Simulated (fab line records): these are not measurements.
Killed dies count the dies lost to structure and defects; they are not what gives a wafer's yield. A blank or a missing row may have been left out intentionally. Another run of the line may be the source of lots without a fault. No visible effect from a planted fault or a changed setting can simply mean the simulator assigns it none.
8D (eight disciplines) problem report, filled in by code / flow berkeley-cmos170 / the parts of the form that need people (team, actions taken, sign-off) are left out

## 1. THE PROBLEM
Mean of spike-tc-centre-C at UCB170_WELLDRIVE_OXIDATION_01: 1131.5 C across 9 wafers in 3 lots; on wafers with no fault it is 1103.2 C (standard deviation 1.3). That puts it +22 standard deviations away from the usual mean.
The step: target thk 199 nm, ox time 9000 s.
First observed at day 6 12:09: wafer L215.2, on furnace-01. Wafers with a number at this step in the record: 45, from 15 lots. Rule for "out" (also "out of limits"): further than 4 standard deviations from the usual mean. All remaining wafers that have a number are taken as sound.

## 2. WHAT IT IS, AND WHAT IT ISN'T
question=which readings at this step | is=spike-tc-centre-C | is not=-
question=which lots | is=L215, L216, L217 | is not=L200, L202, L203, L204, L206, L208, L209, L210, L212, L214, L219, L220
question=which wafers of those lots | is=all that have a number | is not=-
question=read on which tools | is=furnace-01 | is not=furnace-02, furnace-04
question=when | is=from day 6 12:09 | is not=up to then (30 sound wafers); but 6 sound wafers of L219, L220 came after

## 3. SUSPECTS, AND WHAT RULES EACH OUT
Counting: a tool at any process step up to the reading remains a suspect when it ran all the lots that are out and ran no sound lot after the first of those.
- furnace-01 at UCB170_WELLDRIVE_OXIDATION_01 (target thk 199 nm, ox time 9000 s): kept. All lots that are out passed through it, beginning with L215 at day 6 12:09, and no sound lot followed; its final sound lot before that point was L208 at day 5 10:49. Its own spike-tc-centre-C readings are out on those wafers.
After counting, what remains is furnace-01 at UCB170_WELLDRIVE_OXIDATION_01.

## 4. THE CAUSE (what the simulator had put in)
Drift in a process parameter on furnace-01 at UCB170_WELLDRIVE_OXIDATION_01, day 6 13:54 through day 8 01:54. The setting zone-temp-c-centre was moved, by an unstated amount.
Counting left only this tool.

## 5. THE EFFECT CHAIN, in route order
Each row: a reading whose mean over the struck wafers that have a number lies more than 3 standard deviations from the usual. Scope: only readings with a usual standard deviation given in the record; hours: median across lots of the time from each lot's start at the first step in this table that gives one to its start at this step; sigmas: change in usual standard deviations.
hours=0; step=UCB170_WELLDRIVE_OXIDATION_01; reading=spike-tc-centre-C; usual=1103.2 C; on struck wafers=1131.5; change=+28.3; sigmas=+22
hours=0; step=UCB170_WELLDRIVE_OXIDATION_01; reading=zone-power-centre-pct; usual=57 %; on struck wafers=68; change=+11; sigmas=+3.7
It contains these process steps:
- UCB170_WELLDRIVE_OXIDATION_01: target thk 199 nm, ox time 9000 s.
At these later measuring or inspecting steps, every struck wafer for which the step has a row has a number for every such reading, and none has moved that far: UCB170_GATE_CD_MEAS_90, UCB170_V2_THK_MEAS_04, UCB170_M3_BOW_MEAS_20.

## 6. HOW IT WOULD HAVE BEEN CAUGHT EARLIER
In this record the first reading out of limits was taken at day 6 12:09.
